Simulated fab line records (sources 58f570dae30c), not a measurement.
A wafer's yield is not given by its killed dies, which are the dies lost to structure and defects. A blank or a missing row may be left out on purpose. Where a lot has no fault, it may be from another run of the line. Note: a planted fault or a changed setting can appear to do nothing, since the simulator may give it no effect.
Which tool was responsible? -- flow berkeley-cmos170 -- 14 lots, 42 wafers sampled, at 1 step of a route of 331

## WHAT THE GAUGES SHOWED, per wafer
Not one reading of a measure or inspect step in the record can be checked against a usual standard deviation.

## TOOL THAT RAN EACH LOT (tool first, then ch and the chambers of the sampled wafers, then the start)
lot,UCB170_NWELL_EXPOSE_09
L930,"krf-scanner-02 ch 0, day 2 12:15"
L929,"krf-scanner-01 ch 0, day 2 12:29"
L932,"krf-scanner-01 ch 0, day 3 01:55"
L931,"krf-scanner-02 ch 0, day 3 02:11"
L935,"krf-scanner-02, day 3 17:34"
L936,"krf-scanner-01, day 3 18:03"
L945,"krf-scanner-02 ch 0, day 6 01:27"
L946,"krf-scanner-01 ch 0, day 6 01:41"
L947,"krf-scanner-02 ch 0, day 6 16:07"
L948,"krf-scanner-01 ch 0, day 6 16:21"
L950,"krf-scanner-01 ch 0, day 7 01:16"
L949,"krf-scanner-01 ch 0, day 7 01:22"
L951,"krf-scanner-01 ch 0, day 7 06:56"
L952,"krf-scanner-02 ch 0, day 7 07:09"
- UCB170_NWELL_EXPOSE_09: exposes mask NWELL, target cd 3000 nm.

## AS READ BY THE TOOLS THEMSELVES (means over the sampled wafers that have a number; for cases with no such wafer, the mark the record gives instead)
UCB170_NWELL_EXPOSE_09. Usual: exposure-dose-mJ-cm2 24.997, standard deviation 0.025; focus-offset-nm 0.0 nm, standard deviation 0.55.
lot,tool,exposure-dose-mJ-cm2,focus-offset-nm (nm),flag
L930,krf-scanner-02,25.003,-0.3,
L929,krf-scanner-01,25.017,0.4,
L932,krf-scanner-01,24.983,-0.1,
L931,krf-scanner-02,24.972,-0.3,
L935,krf-scanner-02,-,-,OFF
L936,krf-scanner-01,-,-,OFF
L945,krf-scanner-02,25.049,0.5,
L946,krf-scanner-01,24.997,-0.4,
L947,krf-scanner-02,24.978,-0.6,
L948,krf-scanner-01,25.037,0.1,
L950,krf-scanner-01,25.022,0.5,
L949,krf-scanner-01,24.985,-0.2,
L951,krf-scanner-01,24.994,-0.1,
L952,krf-scanner-02,25.013,0.4,

## THE ANSWER, worked out from the rows above alone
Rule: lot off if the mean of its wafers having a number is beyond 3 standard deviations from the usual mean. Also off: a lot with no number at a reading for which 4 or more lots have one. All remaining lots with rows at the step are treated as sound. First the gauges in route order, then the tools' own readings, where a lot's mean is used as printed above. At the first step where some lot is off, the reading lying furthest off is the one used; lots without a number count as furthest.
Off at UCB170_NWELL_EXPOSE_09 (exposure-dose-mJ-cm2): L935, L936. Without a number there: L935, L936.
A tool fits if, at that step or a process step before it, it ran every lot that is off, and no sound lot after the first of them. Not one of the candidates tried fits.

## WHAT THE SIMULATOR PUT IN
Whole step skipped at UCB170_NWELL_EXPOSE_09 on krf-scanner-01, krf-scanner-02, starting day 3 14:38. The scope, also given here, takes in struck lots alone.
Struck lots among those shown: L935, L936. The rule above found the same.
